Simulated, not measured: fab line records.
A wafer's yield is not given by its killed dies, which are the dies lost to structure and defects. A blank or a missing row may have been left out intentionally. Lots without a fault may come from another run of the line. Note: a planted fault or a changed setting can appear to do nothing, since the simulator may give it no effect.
What tool caused it?	flow berkeley-cmos170	14 lots with 42 wafers sampled at 3 steps, on a route of 331 steps

== WHAT THE GAUGES SHOWED, per wafer ==
UCB170_SDANNEAL_RS_MEAS_05: the measuring method here is four-point-probe. Usual: NLDD_RS gives 617.0 ohm/sq (standard deviation 1.8).
lot	measured	on	NLDD_RS (ohm/sq)	flag
L986	day 7 22:04	film-metro-04	618.1 617.9 617.6	
L985	day 7 22:38	film-metro-04	617.6 616.2 617.2	
L987	day 8 09:01	film-metro-01	616.7 614.9 617.1	
L990	day 8 21:08	film-metro-01	613.7 613.7 612.7	
L991	day 9 11:03	film-metro-03	616.8 616.2 615.9	
L994	day 9 19:04	film-metro-04	615.4 616.2 616.4	
L993	day 9 19:11	film-metro-01	619.0 616.6 614.8	
L995	day 10 17:20	film-metro-03	618.6 616.6 618.8	
L998	day 10 21:17	film-metro-01	614.7 617.3 616.1	
L999	day 10 21:34	film-metro-04	622.4 620.2 620.6	
L101	day 12 00:45	film-metro-01	614.7 615.5 615.6	
L102	day 12 00:45	film-metro-03	617.1 616.9 614.4	
L108	day 12 14:31	film-metro-03	615.3 615.5 616.9	
L107	day 12 14:56	film-metro-04	619.0 619.0 618.6	

UCB170_V1_BOW_MEAS_03. Usual: V1_BOW gives 19 um (standard deviation 6.9).
lot	measured	on	V1_BOW (um)	flag
L986	day 8 09:31	film-metro-04	39 16 20	
L985	day 8 09:30	film-metro-03	19 9 18	
L987	day 8 18:21	film-metro-02	29 23 16	
L990	day 9 07:22	film-metro-04	26 22 12	
L991	day 9 21:41	film-metro-04	20 14 20	
L994	day 10 03:41	film-metro-04	10 17 24	
L993	day 10 05:01	film-metro-04	22 28 24	
L995	day 11 03:14	film-metro-04	13 20 17	
L998	day 11 13:25	film-metro-04	28 22 10	
L999	day 11 12:03	film-metro-03	15 22 13	
L101	day 12 13:47	film-metro-04	27 16 10	
L102	day 12 12:09	film-metro-02	30 17 18	
L108	day 13 03:58	film-metro-03	21 22 22	
L107	day 13 02:43	film-metro-02	8 17 -1	

== WHICH TOOL RAN EACH LOT (tool, then ch and the chambers of the sampled wafers, then the start) ==
lot	UCB170_M1_ETCH_11
L986	rie-diel-02 ch 1,3, day 8 06:04
L985	rie-diel-04 ch 0,2,3, day 8 06:44
L987	rie-diel-04 ch 1,3, day 8 15:56
L990	rie-diel-02 ch 0,3, day 9 04:57
L991	rie-diel-02 ch 0,2,3, day 9 18:58
L994	rie-diel-01 ch 1,2,3, day 10 01:25
L993	rie-diel-04 ch 0,1, day 10 02:28
L995	rie-diel-01 ch 0,1, day 11 00:58
L998	rie-diel-01 ch 0,1, day 11 10:19
L999	rie-diel-02 ch 0,1,3, day 11 09:46
L101	rie-diel-01 ch 0,2, day 12 10:26
L102	rie-diel-04 ch 0,1,3, day 12 09:53
L108	rie-diel-02 ch 0,3, day 13 00:25
L107	rie-diel-04 ch 1,2,3, day 13 00:23
- UCB170_M1_ETCH_11: etches BARC in N2/H2.

== AS READ BY THE TOOLS THEMSELVES (means over the sampled wafers that have a number; for cases with no such wafer, the mark the record gives instead) ==
UCB170_M1_ETCH_11. Usual: drypump-motor-current-A 5.21 A, standard deviation 0.24; oes-product-au 0.998 a.u., standard deviation 0.015; throttle-valve-pct 13.33 %, standard deviation 0.18.
lot	tool	drypump-motor-current-A (A)	oes-product-au (a.u.)	throttle-valve-pct (%)	flag
L986	rie-diel-02	5.26	0.979	13.42	
L985	rie-diel-04	5.20	0.979	13.40	
L987	rie-diel-04	5.50	0.998	13.29	
L990	rie-diel-02	4.91	1.005	13.05	
L991	rie-diel-02	5.09	1.000	13.14	
L994	rie-diel-01	5.19	1.003	13.50	
L993	rie-diel-04	5.38	0.997	13.39	
L995	rie-diel-01	5.36	0.995	13.50	
L998	rie-diel-01	5.40	0.993	13.59	
L999	rie-diel-02	5.09	0.992	13.23	
L101	rie-diel-01	5.01	0.999	13.39	
L102	rie-diel-04	5.40	1.284	13.38	OFF
L108	rie-diel-02	4.91	1.005	13.05	
L107	rie-diel-04	5.31	1.287	13.39	OFF

== THE ANSWER, worked out from the rows above alone ==
Rule: take the mean of a lot's wafers that have a number; if it is more than 3 standard deviations from the usual mean, the lot is off. Also off: a lot with no number at a reading for which 4 or more lots have one. All remaining lots with rows at the step are treated as sound. First the gauges in route order, then the tools' own readings, where a lot's mean is used as printed above. At the first step where some lot is off, the reading lying furthest off is the one used; lots without a number count as furthest.
Off: L102, L107, at UCB170_M1_ETCH_11 (oes-product-au).
A tool fits if, at that step or a process step before it, it ran every lot that is off, and no sound lot after the first of them. One fits: UCB170_M1_ETCH_11 on rie-diel-04. Its last sound lot is L993 (day 10 02:28), its first lot that is off L102 (day 12 09:53): a fault that began between those two fits.
The tool's own readings at UCB170_M1_ETCH_11 bear it out: on the lots that are off they differ by more than 5 times the standard deviation of the sound lots' means. oes-product-au reads 1.285 a.u. there against 0.995 a.u. on the sound lots.

== WHAT HAD BEEN PUT IN BY THE SIMULATOR ==
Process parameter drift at UCB170_M1_ETCH_11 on rie-diel-04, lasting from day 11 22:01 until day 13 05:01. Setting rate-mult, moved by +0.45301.
Lots struck among those shown: L102, L107. This agrees with what the rule above found.
